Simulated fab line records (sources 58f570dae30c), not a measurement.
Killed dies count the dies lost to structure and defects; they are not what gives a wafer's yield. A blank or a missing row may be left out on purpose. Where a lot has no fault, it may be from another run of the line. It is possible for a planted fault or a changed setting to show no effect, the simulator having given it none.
Chamber matching    flow berkeley-cmos170    UCB170_ZERO_ETCH_06 on rie-diel-04: 4 sister chambers
The step etches SiO2 in CHF3/CF4/Ar, time 12 s. 8 wafers are shown with their chamber, then 7 later ones without.

== WAFERS PAIRED WITH THEIR CHAMBERS ==
wafer   chamber  throttle-valve-pct (%)  drypump-motor-current-A (A)
L238.4  2        8.99                    6.4
L241.6  3        9.40                    6.3
L243.1  2        8.99                    6.3
L243.6  1        9.22                    6.6
L245.1  3        9.40                    6.3
L245.5  1        9.23                    6.6
L247.2  0        9.31                    5.7
L247.5  0        9.31                    5.7

== WAFERS WITHOUT THEIR CHAMBER ==
wafer   throttle-valve-pct (%)  drypump-motor-current-A (A)
L247.6  9.41                    6.3
L249.1  9.30                    5.8
L249.2  8.98                    6.4
L249.6  9.41                    6.3
L254.3  9.23                    6.6
L254.4  9.43                    6.3
L254.5  8.98                    6.3

== THE CHAMBER EACH PASSED THROUGH ==
wafer   from the rows above  in truth
L247.6  3                    3
L249.1  0                    0
L249.2  2                    2
L249.6  3                    3
L254.3  1                    1
L254.4  3                    3
L254.5  2                    2
7 of 7 placed correctly. Not placeable from these rows: 0. Number placed wrongly: 0.
How it was worked out, from the rows above alone: a wafer's distance from a chamber is the root of the sum, over the readings, of the square of ((its reading less the chamber's mean) divided by the reading's scatter). The wafer belongs to the nearest chamber; if the next one is less than 2 further off, it can't be placed. Each chamber's mean is taken over the wafers shown for it. The scatter: take each reading less its chamber's mean, square it, sum over the shown wafers, divide by the number of wafers less the number of chambers, and take the root.
